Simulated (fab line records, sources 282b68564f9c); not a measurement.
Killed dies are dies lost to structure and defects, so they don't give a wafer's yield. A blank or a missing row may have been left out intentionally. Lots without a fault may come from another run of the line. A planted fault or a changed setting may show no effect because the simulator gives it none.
Which tool was responsible? -- flow rit-cmos -- Sampling: 13 lots, 39 wafers, 2 of 202 route steps

WHAT THE GAUGES SHOWED, per wafer
The record holds no reading of a measuring or inspecting step that can be judged against a usual standard deviation.

WHAT TOOL EACH LOT RAN ON (gives the tool, then ch and the chambers of the sampled wafers, and finally the start)
lot,RIT_SDANNEAL_CLEAN_01,RIT_M1_PROBE_99
L624,"wet-bench-02 ch 0, day 3 14:44",-
L625,"wet-bench-03 ch 1, day 3 17:22",-
L626,"wet-bench-03 ch 0, day 3 19:58",-
L627,"wet-bench-03 ch 2, day 4 08:40",-
L629,"wet-bench-04 ch 0, day 4 12:14",-
L634,"wet-bench-03 ch 0, day 5 19:44","prober-01, day 6 03:25"
L636,"wet-bench-04 ch 1, day 5 22:49","prober-01, day 6 06:49"
L637,"wet-bench-03 ch 2, day 6 11:58","prober-02, day 6 19:39"
L638,"wet-bench-04 ch 0, day 7 01:04",-
L641,"wet-bench-04 ch 2, day 7 13:18",-
L642,"wet-bench-04 ch 2, day 7 20:20",-
L644,"wet-bench-04 ch 2, day 8 04:53",-
L646,"wet-bench-04 ch 3, day 8 08:56",-
- RIT_SDANNEAL_CLEAN_01: cleans in dHF, time 30 s.
- RIT_M1_PROBE_99

AS READ BY THE TOOLS THEMSELVES (means over the sampled wafers that have a number; for cases with no such wafer, the mark the record gives instead)
RIT_M1_PROBE_99.
lot,tool,killed-at-contacts,killed-at-front-end,killed-dies,killed-on-rim,killed-open,killed-short
L634,prober-01,0.0,45.7,45.7,10.0,4.0,3.7
L636,prober-01,0.0,7.7,7.7,1.7,3.7,4.0
L637,prober-02,0.3,8.7,9.0,1.3,3.7,5.3

THE ANSWER, worked out from the rows above alone
Rule: usual is defined by the lots themselves. The widest of any qualifying gaps counts: lots, ordered by their means at a reading, are off when they make up no more than a third of the lots, leave a main group of 4 or more, and stand apart from it by 3 or more times the standard deviation of that group's means. If all means in a main group match to the digits the tables above print for the reading, that group is not used. A lot without any number at a reading at which 4 lots or more have one is off too. Where the step has rows for the other lots, those lots are counted as sound. The gauges are gone through in route order, then the tools' own readings, and for those a lot's mean is taken as printed above. The first step at which some lot is off is used, and at that step the reading that is off furthest; a lot without a number counts as furthest.
No lot is off on any of the readings shown, so nothing can be concluded from this.

WHAT WAS PUT IN BY THE SIMULATOR
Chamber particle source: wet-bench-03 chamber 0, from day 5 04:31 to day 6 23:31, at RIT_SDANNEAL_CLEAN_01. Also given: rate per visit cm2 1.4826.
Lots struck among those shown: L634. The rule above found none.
